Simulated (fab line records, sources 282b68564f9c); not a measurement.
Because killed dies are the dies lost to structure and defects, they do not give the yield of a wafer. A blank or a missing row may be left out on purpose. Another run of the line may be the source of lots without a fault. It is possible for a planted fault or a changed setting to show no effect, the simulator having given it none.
A struck lot beside a sound one / flow rit cmos / 43 steps out of a route of 202
Sound: wafers L768.1, L768.3, L768.5. Struck: wafers L775.2, L775.5, L775.6. Last of all comes the cause.
Order at every step that has rows: each side's tool, ch and its chambers, its first start. Under that, the readings that differ: sound wafers / struck wafers / difference of the means / sigmas: that difference in standard deviations of wafers without a fault.
alike: words and numbers the same on both sides, and readings whose means are apart by under 2 such deviations; not compared: readings that were withheld, readings missing a value for some wafer, numbers with overlapping values and no deviation given by the record, and bounds like >300 which may hide the same value.
A row with sigmas, a row that says differs or no value, or rows on one side alone: a step with any of these is where the two part. Numbers that have no deviation but don't overlap get no sigmas and don't part them. A reading that every wafer of one side lacks parts them only if that side has two wafers or more.

first, 4 steps without rows for these wafers: RIT_SDANNEAL_CLEAN_00 (cleans in SC1, time 600 s); RIT_SDANNEAL_CLEAN_01 (cleans in dHF, time 30 s); RIT_SDANNEAL_CLEAN_02 (cleans in SC2, time 600 s); RIT_SDANNEAL_RTA_03 (time 5 s).
RIT_SDANNEAL_RS_MEAS_04: a four-point-probe measurement.
  sound on film metro-02 at day 5 08:59; struck on film metro-02 at day 6 19:31
  alike: PSD_RS
RIT_SDANNEAL_RS_MEAS_05: a four-point-probe measurement.
  sound on film metro-02 at day 5 09:07; struck on film metro-02 at day 6 19:38
  alike: NSD_RS
RIT_SDANNEAL_RS_MEAS_06: a four-point-probe measurement.
  sound on film metro-02 at day 5 09:14; struck on film metro-02 at day 6 19:45
  alike: PLDD_RS
RIT_SDANNEAL_RS_MEAS_07: a four-point-probe measurement.
  sound on film metro-02 at day 5 09:21; struck on film metro-02 at day 6 19:52
  alike: NLDD_RS
then, 1 step without rows for these wafers: RIT_SILICIDE_WET_ETCH_00 (etches SiO2 in BOE, target depth 14 nm, time 15 s).
RIT_SILICIDE_SPUTTER_01: material Ti, target thk 30 nm, time 240 s.
  sound on pvd sputter-01 at day 5 09:29; struck on pvd sputter-02 at day 6 19:59
  alike: throttle valve pct
RIT_SILICIDE_RS_MEAS_02: a four-point-probe measurement.
  sound on film metro-03 at day 5 09:38; struck on film metro-04 at day 6 20:09
reading=SILICIDE_TI_RS (ohm/sq); sound=48.4 48.4 48.5; struck=47.1 47.0 47.1; difference=-1.4; sigmas=-2
RIT_SILICIDE_THK_MEAS_03: measures by xrf.
  sound on film metro-03 at day 5 09:45; struck on film metro-04 at day 6 20:16
  alike: SILICIDE_TI_THK
RIT_SILICIDE_RTA_04: time 10 s, ramp up 5 s, ramp down 5 s.
  sound on rtp anneal-01 ch 0, day 5 09:49; struck on rtp anneal-02 ch 0, day 6 20:19
  alike: wafer_temp_C_max
then, 2 steps without rows for these wafers: RIT_SILICIDE_WET_ETCH_05 (etches Ti in SPM, time 120 s); RIT_SILICIDE_RTA_06 (time 10 s, ramp up 5 s, ramp down 10 s).
RIT_CONTACT_CVD_00: deposits SiO2 from TEOS, target thk 400 nm, time 61 s.
  sound on pecvd-04 ch 0,1, day 5 09:59; struck on pecvd-01 ch 0,1, day 6 20:29
  alike: heater power w
  not compared: since wet clean h
RIT_CONTACT_THK_MEAS_01:
  sound on film metro-02 at day 5 10:02; struck on film metro-02 at day 6 20:33
  alike: CONTACT_TEOS_THK
then, 6 steps without rows for these wafers: RIT_CONTACT_HMDS_02 (prime time 60 s); RIT_CONTACT_COAT_03 (resist thk 1000 nm); RIT_CONTACT_SOFTBAKE_04 (time 60 s); RIT_CONTACT_EXPOSE_05 (exposes mask M11, target cd 1000 nm); RIT_CONTACT_PEB_06; RIT_CONTACT_DEVELOP_07 (develop time 120 s).
RIT_CONTACT_CD_MEAS_08 targets a cd of 1000 nm.
  sound on cd sem-02 at day 5 11:04; struck on cd sem-02 at day 6 21:35
  alike: cd nm
RIT_CONTACT_OVL_MEAS_09:
  sound on overlay-02 at day 5 11:11; struck on overlay-01 at day 6 21:41
  alike: CONTACT_OVL
then, 1 step without rows for these wafers: RIT_CONTACT_HARDBAKE_10 (time 60 s).
RIT_CONTACT_ETCH_11: etches SiO2 in CHF3/CF4/Ar, stops on TiSi2, target depth 480 nm, time 320 s.
  sound on rie diel-03 ch 0,1,2, day 5 11:22; struck on rie diel-03 ch 0,1,2, day 6 21:52
  alike: CHF3_flow_sccm, drypump motor current A, oes product au, throttle valve pct
  not compared: rf hours counter h
RIT_CONTACT_STRIP_12: strips in O2, time 180 s.
  sound on plasma asher-02 ch 0, day 5 11:34; struck on plasma asher-02 ch 0,1, day 6 22:04
  alike: drypump motor current A
  not compared: rf hours counter h
RIT_CONTACT_CD_MEAS_90 targets a cd of 1000 nm.
  sound on cd sem-02 at day 5 11:44; struck on cd sem-02 at day 6 22:16
  alike: cd nm
then, 2 steps without rows for these wafers: RIT_CONTACT_CLEAN_13 (cleans in SC1, time 600 s); RIT_CONTACT_CLEAN_14 (cleans in SC2, time 600 s).
RIT_M1_SPUTTER_00: material Al, target thk 400 nm, time 500 s.
  sound on pvd sputter-03 at day 5 12:14; struck on pvd sputter-01 at day 6 22:43
  alike: throttle valve pct
RIT_M1_RS_MEAS_01: a four-point-probe measurement.
  sound on film metro-03 at day 5 12:32; struck on film metro-03 at day 6 23:02
  alike: M1_AL_RS
RIT_M1_THK_MEAS_02: measures by xrf.
  sound on film metro-03 at day 5 12:40; struck on film metro-03 at day 6 23:08
  alike: M1_AL_THK
then, 6 steps without rows for these wafers: RIT_M1_HMDS_03 (prime time 60 s); RIT_M1_COAT_04 (resist thk 1300 nm); RIT_M1_SOFTBAKE_05 (time 60 s); RIT_M1_EXPOSE_06 (exposes mask M12, target cd 2600 nm); RIT_M1_PEB_07; RIT_M1_DEVELOP_08 (develop time 68 s).
RIT_M1_CD_MEAS_09 targets a cd of 2600 nm.
  sound on cd sem-02 at day 5 13:36; struck on cd sem-01 at day 7 00:05
  alike: cd nm
RIT_M1_OVL_MEAS_10:
  sound on overlay-02 at day 5 13:43; struck on overlay-02 at day 7 00:11
  alike: M1_OVL
RIT_M1_PROBE_99:
  sound on prober-01 at day 5 17:28; struck on prober-02 at day 7 02:47
reading=model.etest.npoly line.rs ohm sq; sound=17.14 17.02 17.08; struck=17.57 17.57 17.58; difference=+0.49; sigmas=
reading=model.etest.ppoly line.rs ohm sq; sound=16.58 16.5 16.52; struck=16.9 16.93 17.16; difference=+0.5; sigmas=
reading=model.etest.npoly sal.rs ohm sq; sound=4.412 4.409 4.429; struck=4.575 4.508 4.501; difference=+0.111; sigmas=
reading=model.etest.ppoly sal.rs ohm sq; sound=4.346 4.353 4.372; struck=4.483 4.457 4.483; difference=+0.117; sigmas=
reading=model.etest.pplus sal.rs ohm sq; sound=4.361 4.352 4.37; struck=4.49 4.487 4.495; difference=+0.13; sigmas=
reading=model.etest.nplus sal.rs ohm sq; sound=4.317 4.323 4.396; struck=4.486 4.464 4.489; difference=+0.134; sigmas=
  alike: killed at contacts, killed at front end, killed dies, killed open, killed short
  not compared: model.etest.contact nplus.end ohm um, model.etest.contact pplus.end ohm um

## WHERE THEY PART
RIT_SILICIDE_RS_MEAS_02 only, going by this record. Later steps at which nothing parts them and some readings are alike: RIT_SILICIDE_THK_MEAS_03, RIT_SILICIDE_RTA_04, RIT_CONTACT_CVD_00, RIT_CONTACT_THK_MEAS_01, RIT_CONTACT_CD_MEAS_08, RIT_CONTACT_OVL_MEAS_09, RIT_CONTACT_ETCH_11, RIT_CONTACT_STRIP_12, RIT_CONTACT_CD_MEAS_90, RIT_M1_SPUTTER_00, RIT_M1_RS_MEAS_01, RIT_M1_THK_MEAS_02, RIT_M1_CD_MEAS_09, RIT_M1_OVL_MEAS_10, RIT_M1_PROBE_99.

WHY: the cause the simulator had injected
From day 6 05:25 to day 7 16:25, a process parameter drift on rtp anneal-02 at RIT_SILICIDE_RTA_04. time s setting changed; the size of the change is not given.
